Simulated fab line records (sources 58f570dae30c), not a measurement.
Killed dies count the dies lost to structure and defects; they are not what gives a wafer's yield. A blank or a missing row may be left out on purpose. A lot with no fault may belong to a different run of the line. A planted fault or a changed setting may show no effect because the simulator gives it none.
Split-lot trial    flow berkeleyCmos170    23 wafers read from 5 lots, route of 331 steps

== THE SPLIT ITSELF ==
At UCB170_ZERO_COAT_01 (resist thk 900 nm), the setting spinRpm was moved away from the recipe's 1500 rpm on 9 of the 23 wafers read, by +2.0% to +5.7%. This setting was run at the recipe's value on the other wafers.

Reading taken at the split's own step.

== THE READING ==
KrF_of_ZERO_COAT_01.thkNm (the simulator's own value, which no gauge read), in nm, at UCB170_ZERO_COAT_01 (resist thk 900 nm). No usual value for it is given in the file. The 14 wafers here that ran the recipe average 900.0 nm, standard deviation 2.2 nm.

wafer   tool, chamber at the split  spinRpm as run, rpm  against the recipe  KrF_of_ZERO_COAT_01.thkNm, nm  against lot-mates on the recipe
L074.2  lithoTrack-01, 0            1500                 recipe              899.9                          -
L074.4  lithoTrack-01, 0            1500                 recipe              899.4                          -
L074.5  lithoTrack-01, 0            1500                 recipe              900.2                          -
L077.1  lithoTrack-03, 0            1500                 recipe              897.9                          -
L077.2  lithoTrack-03, 0            1500                 recipe              897                            -
L077.3  lithoTrack-03, 0            1500                 recipe              899.1                          -
L077.5  lithoTrack-03, 0            1500                 recipe              900                            -
L077.6  lithoTrack-03, 0            1500                 recipe              897.1                          -
L081.1  lithoTrack-03, 0            1500                 recipe              903.6                          -
L081.2  lithoTrack-03, 0            1537                 +2.5%               891.7                          -12.0
L081.4  lithoTrack-03, 0            1500                 recipe              903.9                          -
L081.5  lithoTrack-03, 0            1537                 +2.5%               888.5                          -15.2
L081.6  lithoTrack-03, 0            1537                 +2.5%               894.5                          -9.2
L084.1  lithoTrack-03, 0            1530                 +2.0%               891.2                          -10.4
L084.2  lithoTrack-03, 0            1530                 +2.0%               890.6                          -11.0
L084.4  lithoTrack-03, 0            1500                 recipe              903.7                          -
L084.5  lithoTrack-03, 0            1530                 +2.0%               893.2                          -8.4
L084.6  lithoTrack-03, 0            1500                 recipe              899.5                          -
L085.1  lithoTrack-01, 0            1585                 +5.7%               877.1                          -22.3
L085.2  lithoTrack-01, 0            1585                 +5.7%               878.7                          -20.7
L085.4  lithoTrack-01, 0            1585                 +5.7%               875.7                          -23.7
L085.5  lithoTrack-01, 0            1500                 recipe              899.7                          -
L085.6  lithoTrack-01, 0            1500                 recipe              899.1                          -

FIT RESULTS
A straight line over all 23 wafers: KrF_of_ZERO_COAT_01.thkNm changes by -3.98 nm for each +1% of spinRpm; r = -0.97; the points scatter about the line by 2.2 nm.
The same after taking each lot's own level away (the mean of its wafers on the recipe; 23 wafers): -4.07 nm for each +1%; r = -0.98; scatter 1.7 nm.
On that fit, the largest move of spinRpm shifts the reading by 23 nm.
Across the lots, their own levels run from 898.22 to 903.75 nm, a range of 2.5 times the standard deviation given above.
Hence the lot-to-lot level has little effect on the slope; both slopes agree.
Check: for one of the wafers moved furthest among these (+5.7%), held out of the fit, the line's prediction against its lot-mates is -23.9 nm. Against them it came out at -22.3 nm.

== FURTHER SPLITS ON THESE WAFERS ==
Other splits were also applied to these wafers ahead of the reading. Each is held against what the fit with the lots' levels taken away leaves over:
other split on the same wafers   wafers away from the commonest value  r with KrF_of_ZERO_COAT_01.thkNm (lot level and that fit taken away)
UCB170_START_OXIDATION_02 tempC  18                                    -0.40

== THE WHOLE CHAIN: every reading that the file lists as answering this split, in the file's order ==
step                  what it does       reading                                                                     change (the file's fit)               r (the file's)
UCB170_ZERO_COAT_01   resist thk 900 nm  KrF_of_ZERO_COAT_01.thkNm (the simulator's own value, which no gauge read)  -4.17 nm for each +1% of the setting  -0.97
UCB170_ZERO_STRIP_07  strips in O2       stripTimeToEndpointS                                                        withheld for each +1% of the setting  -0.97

== FILE'S OWN FIT ==
KrF_of_ZERO_COAT_01.thkNm changes by -4.17 nm for each +1% of spinRpm, r = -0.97.
